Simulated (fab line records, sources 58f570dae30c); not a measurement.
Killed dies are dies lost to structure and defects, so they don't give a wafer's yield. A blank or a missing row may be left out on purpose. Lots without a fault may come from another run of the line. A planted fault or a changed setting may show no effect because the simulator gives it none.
Which tool did it? | flow berkeley_cmos170 | 6 lots, 18 wafers sampled, at 1 step of a route of 331

WHAT THE GAUGES READ, wafer by wafer
UCB170_START_THK_MEAS_03.
lot  | measured    | on            | START_OXIDE_THK (nm)
L207 | day 1 20:56 | film_metro-04 | 20.4 20.5 21.0
L211 | day 2 16:30 | film_metro-04 | 20.1 20.1 20.3
L216 | day 3 16:30 | film_metro-04 | 20.7 20.7 20.8
L221 | day 4 18:08 | film_metro-04 | 20.0 19.9 19.9
L225 | day 5 15:11 | film_metro-03 | 19.9 19.6 19.6
L227 | day 6 01:39 | film_metro-03 | 19.7 19.6 19.5

WHICH TOOL RAN EACH LOT (tool, then ch and the chambers of the sampled wafers, then the start)
The record holds no process step before these readings.

THE ANSWER, worked out from the rows above alone
Rule: what is usual is taken from the lots themselves. Put in order of their means at a reading, lots are off if they are a third of the lots or fewer, leave a main group of 4 or more, and stand apart from it by a gap of 3 or more times the standard deviation of the main group's means; of several such gaps the widest counts. A main group whose means are all the same, to the digits that the tables above print for the reading, isn't used. A lot without any number at a reading at which 4 lots or more have one is off too. The other lots that the step has rows for count as sound.
No lot is off at any reading shown: from this, nothing can be told.

WHAT THE SIMULATOR HAD PUT IN
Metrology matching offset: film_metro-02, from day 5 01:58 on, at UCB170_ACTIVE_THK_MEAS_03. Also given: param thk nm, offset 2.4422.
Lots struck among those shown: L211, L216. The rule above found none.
